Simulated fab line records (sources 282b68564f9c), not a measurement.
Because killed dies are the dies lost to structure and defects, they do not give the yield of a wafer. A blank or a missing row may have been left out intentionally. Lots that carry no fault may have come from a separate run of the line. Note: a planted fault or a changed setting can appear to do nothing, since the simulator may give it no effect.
2 desks, one fault / flow rit cmos / each desk holds nothing but its own numbers, with what lay behind them at the end

TOOL OWNER'S DESK, rie metal-02
The tool's own readings at RIT_M1_METAL_ETCH_12 (etches Al in Cl2/BCl3, stops on SiO2, time 165 s, target depth 600 nm): means of the sampled wafers that have a number, for each lot that ran on this tool. Marked OUT: a lot whose mean sits more than 4 standard deviations from the usual mean, which makes it out of limits; the brackets give that distance.
Columns: A = drypump motor current A at RIT_M1_METAL_ETCH_12, usual 5.53 A; B = oes product au at RIT_M1_METAL_ETCH_12, usual 0.781 a.u.; C = run length s at RIT_M1_METAL_ETCH_12, usual 193.3 s; D = throttle valve pct at RIT_M1_METAL_ETCH_12, usual 8.23 %
lot=L705; first seen here=day 3 15:02; A=5.24; B=0.774; C=193.0; D=8.30
lot=L713; first seen here=day 5 08:24; A=5.25; B=0.990 (+15) OUT; C=154.9 (-56) OUT; D=8.26
lot=L716; first seen here=day 6 00:15; A=5.26; B=0.989 (+15) OUT; C=152.1 (-61) OUT; D=8.27
lot=L719; first seen here=day 6 11:07; A=5.52; B=1.000 (+16) OUT; C=151.9 (-61) OUT; D=8.20
This desk finds L713, L716, L719 out of limits, L713 being first, at day 5 08:24 (oes product au at RIT_M1_METAL_ETCH_12). In limits: L705.

THE METROLOGY DESK
Means of the sampled wafers that have a number, per lot and without regard to the tool the lot ran on: this is what the gauges read. Marked OUT: a lot whose mean sits more than 4 standard deviations from the usual mean, which makes it out of limits; the brackets give that distance.
Columns: A = M1_AL_RS at RIT_M1_RS_MEAS_01, usual 0.0732 ohm/sq; B = M1_AL_THK at RIT_M1_THK_MEAS_02, usual 402 nm; C = cd nm at RIT_M1_CD_MEAS_09, usual 2599.2 nm; D = M1_OVL at RIT_M1_OVL_MEAS_10, usual 0.7 nm
lot=L705; first seen here=day 3 13:28; A=0.0734; B=404; C=2598.1; D=0.6
lot=L706; first seen here=day 3 19:43; A=0.0733; B=404; C=2596.8; D=1.7
lot=L713; first seen here=day 5 06:37; A=0.0732; B=404; C=2598.1; D=-0.9
lot=L716; first seen here=day 5 22:40; A=0.0733; B=401; C=2601.5; D=0.1
lot=L719; first seen here=day 6 09:41; A=0.0736; B=401; C=2597.9; D=0.8
lot=L721; first seen here=day 6 18:32; A=0.0724; B=406; C=2600.2; D=2.1
lot=L722; first seen here=day 6 21:37; A=0.0729; B=404; C=2601.4; D=0.5
Result from this desk: across the 7 lots, nothing is out of limits.

PUT TOGETHER
The tool owner's desk could have raised an alarm at day 5 08:24, on L713, L716, L719.
Metrology desk: nothing out of limits seen.
The metrology desk holds a record of L713, L716, L719, inside its limits.
RIT_M1_METAL_ETCH_12 was run on rie metal-02 by each of the lots named.

WHAT THE SIMULATOR HAD INSERTED
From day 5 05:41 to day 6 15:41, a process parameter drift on rie metal-02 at RIT_M1_METAL_ETCH_12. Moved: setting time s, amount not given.
Lots struck among those shown: L713, L716, L719.
Delay in hours, fault start to first out-of-limits reading, by desk: the tool owner's desk at 3.
